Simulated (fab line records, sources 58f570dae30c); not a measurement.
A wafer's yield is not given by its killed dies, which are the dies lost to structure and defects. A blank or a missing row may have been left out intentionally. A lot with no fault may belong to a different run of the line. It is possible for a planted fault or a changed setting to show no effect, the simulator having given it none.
Chamber matching + flow berkeley_cmos170 + wet_bench-01 running UCB170_M3_STRIP_08: 3 sister chambers
The step strips KrF in DMSO, time 600 s. 6 wafers are shown with their chamber, then 7 later ones without.

== EACH WAFER AND ITS CHAMBER ==
| wafer  | chamber | bath_guard_temp_C (C) | bath_heat_duty_pct (%) |
|--------|---------|-----------------------|------------------------|
| L663.3 | 2       | 80.7                  | 17.4                   |
| L663.4 | 2       | 80.3                  | 16.4                   |
| L677.3 | 1       | 81.2                  | 17.6                   |
| L677.5 | 1       | 81.3                  | 18.8                   |
| L679.3 | 0       | 79.8                  | 19.6                   |
| L679.4 | 0       | 80.0                  | 19.8                   |

== WAFERS WITH NO CHAMBER GIVEN ==
| wafer  | bath_guard_temp_C (C) | bath_heat_duty_pct (%) |
|--------|-----------------------|------------------------|
| L679.5 | 79.8                  | 21.5                   |
| L680.1 | 81.4                  | 18.7                   |
| L680.4 | 81.3                  | 17.5                   |
| L680.5 | 81.3                  | 17.4                   |
| L681.1 | 80.8                  | 19.1                   |
| L681.2 | 81.0                  | 18.1                   |
| L681.4 | 81.3                  | 17.4                   |

== WHICH CHAMBER EACH WENT THROUGH ==
| wafer  | from the rows above     | in truth |
|--------|-------------------------|----------|
| L679.5 | 0                       | 0        |
| L680.1 | 1                       | 1        |
| L680.4 | 1                       | 1        |
| L680.5 | 1                       | 1        |
| L681.1 | can't be placed: 1 or 2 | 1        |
| L681.2 | can't be placed: 1 or 2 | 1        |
| L681.4 | 1                       | 1        |
Correct placement for 5 of the 7. Not placeable from these rows: 2 (in 2, the candidates include the true chamber). Number placed wrongly: 0.
How it was worked out, from the rows above alone: a wafer's distance from a chamber is the root of the sum, over the readings, of the square of ((its reading less the chamber's mean) divided by the reading's scatter). If the next closest chamber is less than 2 further off than the closest, the wafer can't be placed; otherwise it belongs to the closest. The mean given for a chamber averages the wafers shown for that chamber. The scatter: the root of (the sum of the squares of (reading less its chamber's mean) over the shown wafers, divided by (wafers less chambers)).
